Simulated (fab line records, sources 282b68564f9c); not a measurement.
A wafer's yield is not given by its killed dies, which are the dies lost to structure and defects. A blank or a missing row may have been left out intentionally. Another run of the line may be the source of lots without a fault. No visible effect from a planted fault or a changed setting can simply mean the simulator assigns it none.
What tool caused it?	flow ritCmos	Sampling: 12 lots, 36 wafers, 2 of 202 route steps

## WHAT THE GAUGES SHOWED, per wafer
Not one reading of a measure or inspect step in the record can be checked against a usual standard deviation.

## WHICH TOOL RAN EACH LOT (tool, then ch and the chambers of the sampled wafers, then the start)
lot	RIT_SPACER_ETCHBACK_05	RIT_M1_PROBE_99
L407	rieDiel-03 ch 0,1, day 2 22:28	prober-02, day 3 10:40
L408	rieDiel-03 ch 1,2,3, day 3 02:37	prober-01, day 3 14:10
L409	rieDiel-01 ch 0,1, day 3 08:41	prober-02, day 3 19:41
L414	rieDiel-03 ch 0,2,3, day 4 11:34	prober-01, day 4 23:07
L418	rieDiel-01 ch 1,2,3, day 5 10:14	prober-02, day 5 22:29
L420	rieDiel-01 ch 1,3, day 6 02:41	prober-01, day 6 13:58
L421	rieDiel-04 ch 0,2, day 6 06:22	prober-02, day 6 17:37
L422	rieDiel-04 ch 0,1,3, day 6 10:50	prober-01, day 6 23:46
L424	rieDiel-03 ch 1,2,3, day 6 17:43	prober-01, day 7 04:41
L427	rieDiel-04 ch 3, day 7 05:11	prober-02, day 7 21:06
L428	rieDiel-04 ch 1,2, day 7 09:29	prober-01, day 7 21:09
L429	rieDiel-03 ch 1,2, day 7 13:23	prober-02, day 8 01:58
- RIT_SPACER_ETCHBACK_05: etches Si3N4 in SF6/CHF3, stops on SiO2, target depth 250 nm, time 240 s.
- RIT_M1_PROBE_99

## AS READ BY THE TOOLS THEMSELVES (means over the sampled wafers that have a number; for cases with no such wafer, the mark the record gives instead)
RIT_SPACER_ETCHBACK_05.
lot	tool	drypumpMotorCurrentA (A)	oesProductAu (a.u.)	runLengthS (s)	throttleValvePct (%)
L407	rieDiel-03	6.1	0.851	268.3	10.32
L408	rieDiel-03	5.6	0.849	268.4	10.39
L409	rieDiel-01	5.8	0.846	268.3	10.18
L414	rieDiel-03	5.4	0.843	268.2	10.39
L418	rieDiel-01	5.7	0.783	307.7	10.30
L420	rieDiel-01	5.5	0.701	346.9	10.23
L421	rieDiel-04	5.4	0.843	268.7	10.26
L422	rieDiel-04	5.9	0.842	268.5	10.26
L424	rieDiel-03	5.5	0.846	268.3	10.37
L427	rieDiel-04	6.5	0.858	268.4	10.25
L428	rieDiel-04	5.7	0.844	268.5	10.06
L429	rieDiel-03	5.4	0.845	269.2	10.48

RIT_M1_PROBE_99.
lot	tool	killed_at_M0_to_M3	killedAtContacts	killedAtFrontEnd	killedDies	killedOnRim	killedOpen	killedShort
L407	prober-02	0.0	0.0	12	12	3.0	6.0	5.7
L408	prober-01	0.0	0.0	5	5	1.7	2.7	2.7
L409	prober-02	0.0	0.3	6	6	2.7	3.0	3.3
L414	prober-01	0.0	0.0	5	5	1.3	3.3	2.0
L418	prober-02	0.0	0.0	5	5	1.3	3.0	1.7
L420	prober-01	0.0	0.0	5	5	1.7	1.7	3.3
L421	prober-02	0.3	0.0	8	9	3.0	4.3	4.3
L422	prober-01	0.0	0.3	4	5	1.0	3.0	1.7
L424	prober-01	0.0	0.0	6	6	1.0	3.0	2.7
L427	prober-02	0.0	0.3	5	5	1.0	1.7	3.7
L428	prober-01	0.0	0.0	7	7	3.0	4.3	3.0
L429	prober-02	0.0	0.0	10	10	4.0	5.7	4.7

## THE ANSWER, worked out from the rows above alone
Rule: usual is defined by the lots themselves. The widest of any qualifying gaps counts: lots, ordered by their means at a reading, are off when they make up no more than a third of the lots, leave a main group of 4 or more, and stand apart from it by 3 or more times the standard deviation of that group's means. Not used: any main group whose means are identical at the precision the tables above print for the reading. Also off: a lot with no number at a reading for which 4 or more lots have one. The other lots that the step has rows for count as sound. First the gauges in route order, then the tools' own readings, where a lot's mean is used as printed above. At the first step where some lot is off, the reading lying furthest off is the one used; lots without a number count as furthest.
Off: L418, L420, at RIT_SPACER_ETCHBACK_05 (runLengthS). Mean 268.5 s and standard deviation 0.27 in the main group.
If a tool, at that step or one of the process steps before it, ran each lot that is off and ran no sound lot following the first of them, it fits. One fits: rieDiel-01 at RIT_SPACER_ETCHBACK_05. A fault onset in the window from L409 (day 3 08:41, its last sound lot) to L418 (day 5 10:14, its first lot off) fits.
The tool's own readings at RIT_SPACER_ETCHBACK_05 bear it out: on the lots that are off they differ by more than 5 times the standard deviation of the sound lots' means. oesProductAu reads 0.742 a.u. there against 0.847 a.u. on the sound lots; runLengthS reads 327.3 s there against 268.5 s on the sound lots.

## WHAT WAS PUT IN BY THE SIMULATOR
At RIT_SPACER_ETCHBACK_05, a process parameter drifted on rieDiel-01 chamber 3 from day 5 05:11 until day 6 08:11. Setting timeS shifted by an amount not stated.
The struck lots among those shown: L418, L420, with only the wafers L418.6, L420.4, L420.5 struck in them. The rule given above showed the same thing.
